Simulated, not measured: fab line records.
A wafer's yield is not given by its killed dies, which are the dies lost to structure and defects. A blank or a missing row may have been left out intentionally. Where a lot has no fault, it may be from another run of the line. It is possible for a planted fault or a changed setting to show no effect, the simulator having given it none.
Which tool was responsible?	flow rit_cmos	13 lots with 39 wafers sampled at 4 steps, on a route of 202 steps

WHAT EACH GAUGE READ, for each wafer
RIT_WELLDRIVE_RS_MEAS_01: measures by four-point-probe. Usual: NWELL_RS typically reads 275.6 ohm/sq, with standard deviation 0.67.
lot	measured	on	NWELL_RS (ohm/sq)	flag
L555	day 2 15:14	film_metro-02	275.7 276.3 276.2	
L556	day 2 19:01	film_metro-03	274.6 275.0 275.0	
L557	day 2 19:04	film_metro-04	275.8 275.9 275.3	
L558	day 3 02:05	film_metro-02	275.3 276.1 276.6	
L561	day 3 12:43	film_metro-02	275.3 275.5 274.6	
L566	day 4 15:16	film_metro-04	275.3 275.7 275.9	
L567	day 4 17:32	film_metro-03	275.3 275.3 275.6	
L568	day 5 00:19	film_metro-02	276.2 275.7 276.0	
L569	day 5 05:48	film_metro-04	276.2 276.5 276.9	
L570	day 5 10:54	film_metro-03	275.3 275.5 275.1	
L572	day 5 18:53	film_metro-02	276.0 275.9 275.3	
L574	day 6 06:10	film_metro-03	275.4 275.8 274.8	
L578	day 7 00:34	film_metro-03	275.0 275.3 274.7	

RIT_NRETRO_OVL_MEAS_06. Usual: NRETRO_OVL typically reads 0.3 nm, with standard deviation 1.6.
lot	measured	on	NRETRO_OVL (nm)	flag
L555	day 2 16:29	overlay-02	-1.3 -1.6 -1.0	
L556	day 2 20:37	overlay-02	-2.4 -1.6 -3.0	
L557	day 2 20:52	overlay-01	0.6 1.0 1.4	
L558	day 3 03:12	overlay-02	-1.3 2.3 0.2	
L561	day 3 13:57	overlay-02	-0.4 0.5 0.5	
L566	day 4 16:23	overlay-02	-1.0 -2.1 -1.9	
L567	day 4 18:47	overlay-01	3.1 4.4 3.7	
L568	day 5 01:32	overlay-02	0.5 -0.2 0.7	
L569	day 5 07:02	overlay-02	-2.8 -0.6 -0.7	
L570	day 5 11:59	overlay-01	0.0 0.3 0.2	
L572	day 5 19:58	overlay-02	-1.1 -1.5 -0.9	
L574	day 6 07:27	overlay-02	1.4 1.4 0.9	
L578	day 7 01:49	overlay-02	0.7 1.9 0.7	

RIT_FOX2_THK_MEAS_91. Usual: FIELD_OXIDE_LEFT_2_THK typically reads 252 nm, with standard deviation 6.7.
lot	measured	on	FIELD_OXIDE_LEFT_2_THK (nm)	flag
L555	day 2 19:17	film_metro-01	251 251 247	
L556	day 2 23:31	film_metro-01	265 259 259	
L557	day 2 23:53	film_metro-03	260 261 258	
L558	day 3 05:51	film_metro-01	265 266 268	
L561	day 3 16:44	film_metro-03	248 242 252	
L566	day 4 19:13	film_metro-03	242 249 249	
L567	day 4 21:52	film_metro-01	255 262 263	
L568	day 5 04:22	film_metro-02	251 251 253	
L569	day 5 09:59	film_metro-03	256 257 250	
L570	day 5 14:47	film_metro-02	256 255 257	
L572	day 5 22:46	film_metro-01	257 259 257	
L574	day 6 10:15	film_metro-01	245 245 245	
L578	day 7 04:36	film_metro-02	253 251 247	

WHAT TOOL EACH LOT RAN ON (gives the tool, then ch and the chambers of the sampled wafers, and finally the start)
lot	RIT_PWELL_DEVELOP_05
L555	litho_track-04 ch 0, day 2 07:00
L556	litho_track-04 ch 0, day 2 11:00
L557	litho_track-04 ch 0, day 2 11:00
L558	litho_track-02 ch 0, day 2 20:00
L561	litho_track-03 ch 0, day 3 05:00
L566	litho_track-03 ch 0, day 4 07:00
L567	litho_track-04 ch 0, day 4 11:00
L568	litho_track-04 ch 0, day 4 18:00
L569	litho_track-03 ch 0, day 4 22:00
L570	litho_track-02 ch 0, day 5 04:00
L572	litho_track-02 ch 0, day 5 11:00
L574	litho_track-03 ch 0, day 5 23:00
L578	litho_track-03 ch 0, day 6 18:00
- RIT_PWELL_DEVELOP_05: develop time 68 s.

WHAT THE TOOLS THEMSELVES READ (means of the sampled wafers that have a number; where no wafer has one, the mark that the record gives instead)
RIT_PWELL_DEVELOP_05. Usual: developer_temp_C 23.00 C, standard deviation 0.1; resist_line_temp_C 22.99 C, standard deviation 0.12.
lot	tool	developer_temp_C (C)	resist_line_temp_C (C)	flag
L555	litho_track-04	23.08	22.94	
L556	litho_track-04	22.97	22.85	
L557	litho_track-04	22.81	22.96	
L558	litho_track-02	23.02	23.07	
L561	litho_track-03	22.86	23.15	
L566	litho_track-03	22.99	22.95	
L567	litho_track-04	24.02	22.94	OFF
L568	litho_track-04	24.01	22.81	OFF
L569	litho_track-03	23.17	23.02	
L570	litho_track-02	23.02	23.14	
L572	litho_track-02	22.90	22.86	
L574	litho_track-03	23.08	23.03	
L578	litho_track-03	22.92	23.03	

THE ANSWER, worked out from the rows above alone
Rule: a lot counts as off when the mean over its wafers that have a number is more than 3 standard deviations away from the usual mean. Also off: a lot with no number at a reading for which 4 or more lots have one. All remaining lots with rows at the step are treated as sound. Order of review: gauges by route order, followed by the tools' own readings, for which a lot's mean as printed above is used. At the first step where some lot is off, the reading lying furthest off is the one used; lots without a number count as furthest.
Off: L567, L568 (RIT_PWELL_DEVELOP_05, developer_temp_C).
If a tool, at that step or one of the process steps before it, ran each lot that is off and ran no sound lot following the first of them, it fits. One fits: RIT_PWELL_DEVELOP_05 on litho_track-04. A fault onset in the window from L556 (day 2 11:00, its last sound lot) to L567 (day 4 11:00, its first lot off) fits.
On the lots that are off, the tool's own readings at RIT_PWELL_DEVELOP_05 differ by more than 5 times the standard deviation of the sound lots' means, which bears it out; developer_temp_C reads 24.02 C there versus 22.98 C on the sound lots.

WHAT THE SIMULATOR PUT IN
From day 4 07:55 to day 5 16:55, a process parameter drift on litho_track-04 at RIT_PWELL_DEVELOP_05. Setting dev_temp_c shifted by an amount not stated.
Shown lots that were struck: L567, L568. The same result came from the rule above.
